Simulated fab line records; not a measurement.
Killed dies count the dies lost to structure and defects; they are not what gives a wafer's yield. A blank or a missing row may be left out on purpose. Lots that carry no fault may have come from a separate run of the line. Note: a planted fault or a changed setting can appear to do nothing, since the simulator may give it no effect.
Which tool was responsible? | flow rit_cmos | 42 wafers from 14 lots sampled at 3 of the route's 202 steps

WHAT THE GAUGES SHOWED, per wafer
RIT_NLDD_TW_MEAS_10.
lot  | measured    | on            | NLDD_TW
L170 | day 3 10:34 | film_metro-01 | 2479 2458 2467
L172 | day 3 15:53 | film_metro-04 | 2481 2464 2469
L171 | day 3 16:20 | film_metro-01 | 2454 2462 2455
L173 | day 3 21:43 | film_metro-03 | 2515 2534 2533
L174 | day 4 00:20 | film_metro-03 | 2523 2527 2509
L175 | day 4 09:02 | film_metro-04 | 2494 2498 2488
L176 | day 4 11:28 | film_metro-01 | 2463 2446 2453
L178 | day 4 14:08 | film_metro-03 | 2510 2509 2530
L177 | day 4 15:56 | film_metro-01 | 2458 2469 2453
L182 | day 5 10:02 | film_metro-04 | 2803 2797 2816
L185 | day 5 22:45 | film_metro-04 | 2508 2485 2491
L186 | day 6 03:43 | film_metro-03 | 2863 2852 2857
L190 | day 7 01:45 | film_metro-03 | 2519 2530 2538
L191 | day 7 08:06 | film_metro-01 | 2465 2461 2457

RIT_SDANNEAL_RS_MEAS_07: measurement is done with a four-point probe.
lot  | measured    | on            | NLDD_RS (ohm/sq)
L170 | day 3 18:48 | film_metro-01 | 150.6 150.9 150.7
L172 | day 4 00:24 | film_metro-04 | 152.1 152.1 151.8
L171 | day 4 00:48 | film_metro-01 | 152.1 151.6 151.8
L173 | day 4 06:24 | film_metro-04 | 152.4 152.6 152.6
L174 | day 4 09:39 | film_metro-03 | 150.8 151.1 150.2
L175 | day 4 17:05 | film_metro-01 | 152.3 152.2 152.1
L176 | day 4 19:11 | film_metro-04 | 150.9 151.7 151.4
L178 | day 4 22:55 | film_metro-04 | 152.0 151.5 151.4
L177 | day 5 00:01 | film_metro-03 | 151.4 151.7 151.5
L182 | day 5 18:13 | film_metro-01 | 102.8 102.7 102.5
L185 | day 6 06:33 | film_metro-04 | 150.7 150.6 150.6
L186 | day 6 11:40 | film_metro-01 | 102.5 102.5 102.4
L190 | day 7 09:26 | film_metro-03 | 151.3 151.9 151.6
L191 | day 7 16:02 | film_metro-04 | 151.7 151.6 151.4

WHAT TOOL EACH LOT RAN ON (gives the tool, then ch and the chambers of the sampled wafers, and finally the start)
lot  | RIT_NLDD_IMPLANT_08
L170 | implanter-04 ch 0, day 3 10:16
L172 | implanter-01 ch 0, day 3 15:33
L171 | implanter-04 ch 0, day 3 16:02
L173 | implanter-04 ch 0, day 3 21:23
L174 | implanter-01 ch 0, day 4 00:01
L175 | implanter-03 ch 0, day 4 08:45
L176 | implanter-01 ch 0, day 4 11:09
L178 | implanter-03 ch 0, day 4 13:49
L177 | implanter-03 ch 0, day 4 15:38
L182 | implanter-04 ch 0, day 5 09:43
L185 | implanter-01 ch 0, day 5 22:26
L186 | implanter-04 ch 0, day 6 03:24
L190 | implanter-01 ch 0, day 7 01:25
L191 | implanter-01 ch 0, day 7 07:49
- RIT_NLDD_IMPLANT_08

AS READ BY THE TOOLS THEMSELVES (means over the sampled wafers that have a number; for cases with no such wafer, the mark the record gives instead)
RIT_NLDD_IMPLANT_08.
lot  | tool         | dose_ions_cm2 | end_station_pressure_torr (Torr) | faraday_current_uA
L170 | implanter-04 | 5.003e+14     | 6.1e-06                          | 1546
L172 | implanter-01 | 5.003e+14     | 6.3e-06                          | 1549
L171 | implanter-04 | 5.002e+14     | 6.5e-06                          | 1598
L173 | implanter-04 | 5.002e+14     | 6.2e-06                          | 1573
L174 | implanter-01 | 4.997e+14     | 6.4e-06                          | 1599
L175 | implanter-03 | 5.001e+14     | 6.0e-06                          | 1576
L176 | implanter-01 | 5.001e+14     | 6.2e-06                          | 1567
L178 | implanter-03 | 5.013e+14     | 6.1e-06                          | 1554
L177 | implanter-03 | 4.990e+14     | 6.4e-06                          | 1554
L182 | implanter-04 | 8.078e+14     | 7.3e-06                          | 2495
L185 | implanter-01 | 4.996e+14     | 5.9e-06                          | 1573
L186 | implanter-04 | 8.081e+14     | 7.5e-06                          | 2541
L190 | implanter-01 | 4.993e+14     | 6.5e-06                          | 1578
L191 | implanter-01 | 4.999e+14     | 6.2e-06                          | 1541

THE ANSWER, worked out from the rows above alone
Rule: usual is defined by the lots themselves. The widest of any qualifying gaps counts: lots, ordered by their means at a reading, are off when they make up no more than a third of the lots, leave a main group of 4 or more, and stand apart from it by 3 or more times the standard deviation of that group's means. A main group whose means are all the same, to the digits that the tables above print for the reading, isn't used. Also off: a lot with no number at a reading for which 4 or more lots have one. The other lots that the step has rows for count as sound. First the gauges in route order, then the tools' own readings, where a lot's mean is used as printed above. The first step at which some lot is off is used, and at that step the reading that is off furthest; a lot without a number counts as furthest.
Off: L182, L186, at RIT_NLDD_TW_MEAS_10 (NLDD_TW). The main group: mean 2488, standard deviation 28.
A tool fits if, at a process step before that reading, it ran every lot that is off, and no sound lot after the first of them. Not tried: the gauges at RIT_NLDD_TW_MEAS_10; whatever is off there is also off at RIT_SDANNEAL_RS_MEAS_07, on other tools, and gauge error can't account for it. One fits: RIT_NLDD_IMPLANT_08 on implanter-04. Its last sound lot is L173 (day 3 21:23), its first lot that is off L182 (day 5 09:43): a fault that began between those two fits.
The tool's own readings at RIT_NLDD_IMPLANT_08 bear it out: on the lots that are off they differ by more than 5 times the standard deviation of the sound lots' means. dose_ions_cm2 reads 8.080e+14 there against 5.000e+14 on the sound lots; end_station_pressure_torr reads 7.4e-06 Torr there against 6.2e-06 Torr on the sound lots; faraday_current_uA reads 2518 there against 1567 on the sound lots.

WHAT HAD BEEN PUT IN BY THE SIMULATOR
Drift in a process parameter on implanter-04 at RIT_NLDD_IMPLANT_08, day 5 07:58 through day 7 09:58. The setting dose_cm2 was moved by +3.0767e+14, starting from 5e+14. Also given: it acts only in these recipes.
Struck lots among those shown: L182, L186. The rule given above showed the same thing.
